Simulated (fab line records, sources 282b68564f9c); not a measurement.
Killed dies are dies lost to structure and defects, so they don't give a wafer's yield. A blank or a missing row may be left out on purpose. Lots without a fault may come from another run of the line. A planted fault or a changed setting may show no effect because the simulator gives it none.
A struck lot beside a sound one | flow rit_cmos | 15 steps out of a route of 202
Sound: wafers L463.1, L463.2, L463.3. Struck: wafer L461.5. (L461.2, L461.6 of the same lot were not struck and are left out.) The cause comes at the end.
At each step with rows: each side's tool, then ch and its chambers, then its first start. Under that, the readings that differ: sound wafers | struck wafers | difference of the means | sigmas: that difference in standard deviations of wafers without a fault.
alike: readings whose means differ by less than 2 such deviations, and words and numbers that are the same on both sides. not compared: withheld readings, readings that some wafer has no value for, bounds like >300 that may hide the same value, and numbers for which the record gives no deviation and whose values overlap.
The two part at a step that has a row with sigmas, a row that says differs or no value, or rows on one side only. Numbers that don't overlap but have no deviation are shown without sigmas and don't part them. A reading that every wafer of one side lacks parts them only if that side has two wafers or more.

RIT_CONTACT_CVD_00: deposits SiO2 from TEOS, target thk 400 nm, time 61 s.
  sound on pecvd-03 ch 0,1,2, day 6 04:07; struck on pecvd-02 ch 0, day 5 22:25
  alike: heater_power_w
RIT_CONTACT_THK_MEAS_01:
  sound on film_metro-01, day 6 04:10; struck on film_metro-01, day 5 22:36
  alike: CONTACT_TEOS_THK
then, 2 steps without rows for these wafers: RIT_CONTACT_HMDS_02 (prime time 60 s); RIT_CONTACT_COAT_03 (resist thk 1000 nm).
RIT_CONTACT_SOFTBAKE_04: time 62.23 s.
  sound on litho_track-01 ch 0, day 6 04:32; struck on litho_track-01 ch 0, day 5 22:58
  reading                   | sound                | struck | difference | sigmas
  plate_sensor_t_edge_C (C) | 91.018 91.023 91.025 | 91.045 | +0.023     | +2
  alike: plate_sensor_t_centre_C
then, 3 steps without rows for these wafers: RIT_CONTACT_EXPOSE_05 (exposes mask M11, target cd 1000 nm); RIT_CONTACT_PEB_06; RIT_CONTACT_DEVELOP_07 (develop time 120 s).
RIT_CONTACT_CD_MEAS_08: target cd 1000 nm.
  sound on cd_sem-02, day 6 05:24; struck on cd_sem-02, day 5 23:58
  alike: cd_nm
RIT_CONTACT_OVL_MEAS_09:
  sound on overlay-01, day 6 05:31; struck on overlay-01, day 6 00:04
  alike: CONTACT_OVL
then, 1 step without rows for these wafers: RIT_CONTACT_HARDBAKE_10 (time 60 s).
RIT_CONTACT_ETCH_11: etches SiO2 in CHF3/CF4/Ar, stops on TiSi2, target depth 480 nm, time 320 s.
  sound on rie_diel-03 ch 0,1,2, day 6 05:42; struck on rie_diel-03 ch 3, day 6 00:16
  reading                | sound          | struck | difference | sigmas
  throttle_valve_pct (%) | 8.81 8.66 8.62 | 9.02   | +0.32      | +2
  alike: drypump_motor_current_A, oes_product_au
  not compared: rf_hours_counter_h
RIT_CONTACT_STRIP_12: strips in O2, time 180 s.
  sound on plasma_asher-04 ch 0,1, day 6 05:54; struck on plasma_asher-01 ch 0, day 6 00:27
  reading          | sound             | struck | difference | sigmas
  run_length_s (s) | 208.9 207.8 208.1 | 201.4  | -6.9       | -15
  alike: drypump_motor_current_A
  not compared: rf_hours_counter_h
RIT_CONTACT_CD_MEAS_90: target cd 1000 nm.
  sound on cd_sem-01, day 6 06:04; struck on cd_sem-02, day 6 00:39
  alike: cd_nm
RIT_M1_PROBE_99:
  sound on prober-02, day 6 10:34; struck on prober-02, day 6 05:32
  reading            | sound | struck | difference | sigmas
  killed_at_contacts | 0 0 0 | 2      | +2         | +7
  alike: killed_at_M0_to_M3, killed_at_front_end, killed_dies, killed_open, killed_short

WHERE THEY PART
First at RIT_CONTACT_SOFTBAKE_04; last, within this record, at RIT_M1_PROBE_99.

WHY: what the simulator had put in
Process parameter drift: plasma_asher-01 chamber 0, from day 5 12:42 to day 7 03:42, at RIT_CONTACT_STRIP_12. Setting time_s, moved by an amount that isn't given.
